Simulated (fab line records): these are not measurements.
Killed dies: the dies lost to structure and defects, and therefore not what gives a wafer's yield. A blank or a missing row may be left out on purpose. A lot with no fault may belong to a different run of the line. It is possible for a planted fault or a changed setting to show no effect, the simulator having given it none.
2 desks looking at one fault + flow rit_cmos + what lay behind the numbers comes last; until then each desk has only its own

AT THE METROLOGY DESK
What the gauges read, lot by lot, whatever tool the lot ran on: means of the sampled wafers that have a number. A lot is out of limits, marked OUT, if its mean lies more than 4 standard deviations from the usual mean; the brackets give that distance.
Columns: A = NWELL_RS at RIT_WELLDRIVE_RS_MEAS_01, usual 275.2 ohm/sq; B = PWELL_RS at RIT_WELLDRIVE_RS_MEAS_02, usual 429.4 ohm/sq
| lot  | first seen here | A               | B               |
|------|-----------------|-----------------|-----------------|
| L146 | day 2 04:34     | 275.3           | 428.6           |
| L147 | day 2 09:51     | 275.1           | 429.7           |
| L148 | day 2 14:56     | 274.6           | 428.3           |
| L149 | day 2 19:40     | 274.0           | 430.0           |
| L150 | day 2 23:35     | 275.0           | 429.1           |
| L151 | day 3 06:20     | 274.8           | 429.0           |
| L153 | day 3 15:35     | 275.6           | 430.4           |
| L154 | day 3 20:29     | 274.6           | 428.2           |
| L155 | day 4 01:29     | 275.8           | 430.0           |
| L161 | day 5 09:08     | 320.3 (+60) OUT | 474.0 (+41) OUT |
| L163 | day 5 17:34     | 321.0 (+61) OUT | 474.5 (+41) OUT |
| L166 | day 6 10:16     | 274.3           | 428.9           |
| L168 | day 6 17:35     | 274.6           | 430.9           |
| L169 | day 6 22:56     | 275.5           | 427.2           |
Per this desk, out of limits: L161, L163; the first was L161, day 5 09:08 (NWELL_RS at RIT_WELLDRIVE_RS_MEAS_01). L146, L147, L148, L149, L150, L151, L153, L154, L155, L166, L168, L169: within limits.

FOR THE TOOL OWNER'S DESK: furnace-04
At RIT_WELLDRIVE_ANNEAL_00 (time 14700 s), the tool's own readings, given per lot that ran on this tool as the mean of the sampled wafers with a number. A lot is out of limits, marked OUT, if its mean lies more than 4 standard deviations from the usual mean; the brackets give that distance.
Columns: A = run_length_s at RIT_WELLDRIVE_ANNEAL_00, usual 18274 s; B = spike_tc_source_C at RIT_WELLDRIVE_ANNEAL_00, usual 1126 C; C = zone_power_source_pct at RIT_WELLDRIVE_ANNEAL_00, usual 44.5 %
| lot  | first seen here | A                      | B    | C    |
|------|-----------------|------------------------|------|------|
| L147 | day 2 04:45     | 18273                  | 1124 | 42.2 |
| L148 | day 2 09:50     | 18274                  | 1123 | 42.4 |
| L150 | day 2 18:29     | 18274                  | 1124 | 42.4 |
| L153 | day 3 10:28     | 18290                  | 1123 | 42.1 |
| L155 | day 3 20:22     | 18274                  | 1124 | 41.9 |
| L161 | day 5 04:02     | 9454 (-99 or more) OUT | 1123 | 42.4 |
| L163 | day 5 12:29     | 9456 (-99 or more) OUT | 1123 | 42.3 |
This desk's finding: out of limits on L161, L163; first on L161, day 5 04:02 (run_length_s at RIT_WELLDRIVE_ANNEAL_00). L147, L148, L150, L153, L155: within limits.

TAKEN TOGETHER
At day 5 04:02, on L161, L163, the tool owner's desk was in a position to raise an alarm.
An alarm was possible from the metrology desk at day 5 09:08, on L161, L163.
The lots listed all ran RIT_WELLDRIVE_ANNEAL_00 on furnace-04.

WHAT WAS PUT IN BY THE SIMULATOR
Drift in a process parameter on furnace-04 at RIT_WELLDRIVE_ANNEAL_00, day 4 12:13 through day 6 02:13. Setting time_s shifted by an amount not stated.
Lots struck among those shown: L161, L163.
Counting hours from when the fault started, the first reading out of limits came at 16 for the tool owner's desk and at 21 for the metrology desk.
